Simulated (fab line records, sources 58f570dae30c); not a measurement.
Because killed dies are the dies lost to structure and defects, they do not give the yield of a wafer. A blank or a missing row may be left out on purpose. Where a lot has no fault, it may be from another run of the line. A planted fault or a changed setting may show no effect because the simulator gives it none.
Which tool is to blame? | flow berkeleyCmos170 | 6 lots with 18 wafers sampled at 2 steps, on a route of 331 steps

## WHAT EACH GAUGE READ, for each wafer
UCB170_CONTACT_THK_MEAS_02.
lot  | measured     | on           | CONTACT_PSG_THK (nm)
L422 | day 9 09:22  | filmMetro-02 | 704 696 688
L424 | day 9 20:41  | filmMetro-03 | 701 700 701
L426 | day 9 20:40  | filmMetro-04 | 694 695 696
L434 | day 11 18:05 | filmMetro-04 | 589 590 585 590 591 585
L439 | day 12 05:15 | filmMetro-02 | 700 698 693
L441 | day 12 18:58 | filmMetro-04 | 706 709 698

## WHICH TOOL RAN EACH LOT (tool, then ch and the chambers of the sampled wafers, then the start)
lot  | UCB170_CONTACT_CVD_01
L422 | lpcvd-02 ch 0, day 9 07:35
L424 | lpcvd-02 ch 0, day 9 18:53
L426 | lpcvd-02 ch 1, day 9 18:53
L434 | lpcvd-02 ch 1, day 11 16:18
L439 | lpcvd-01 ch 0, day 12 03:28
L441 | lpcvd-01 ch 1, day 12 17:10
- UCB170_CONTACT_CVD_01: deposits PSG from SiH4/O2/PH3, target thk 700 nm, time 2820 s.

## THE ANSWER, worked out from the rows above alone
Rule: the lots themselves supply what counts as usual. The widest of any qualifying gaps counts: lots, ordered by their means at a reading, are off when they make up no more than a third of the lots, leave a main group of 4 or more, and stand apart from it by 3 or more times the standard deviation of that group's means. A main group whose means are all the same, to the digits that the tables above print for the reading, isn't used. A lot without any number at a reading at which 4 lots or more have one is off too. Where the step has rows for the other lots, those lots are counted as sound.
Off: L434, seen at UCB170_CONTACT_THK_MEAS_02 (CONTACT_PSG_THK). Mean 699 nm and standard deviation 3.4 in the main group.
A tool fits if, at a process step before that reading, it ran every lot that is off, and no sound lot after the first of them. The gauges at UCB170_CONTACT_THK_MEAS_02 are tried like those tools. One fits: lpcvd-02 at UCB170_CONTACT_CVD_01. A fault onset in the window from L424 (day 9 18:53, its last sound lot) to L434 (day 11 16:18, its first lot off) fits.

## WHAT WAS PUT IN BY THE SIMULATOR
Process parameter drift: lpcvd-02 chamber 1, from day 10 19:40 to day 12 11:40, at UCB170_CONTACT_CVD_01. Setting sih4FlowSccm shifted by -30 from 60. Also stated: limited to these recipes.
Shown lots that were struck: L434. The rule above found the same.
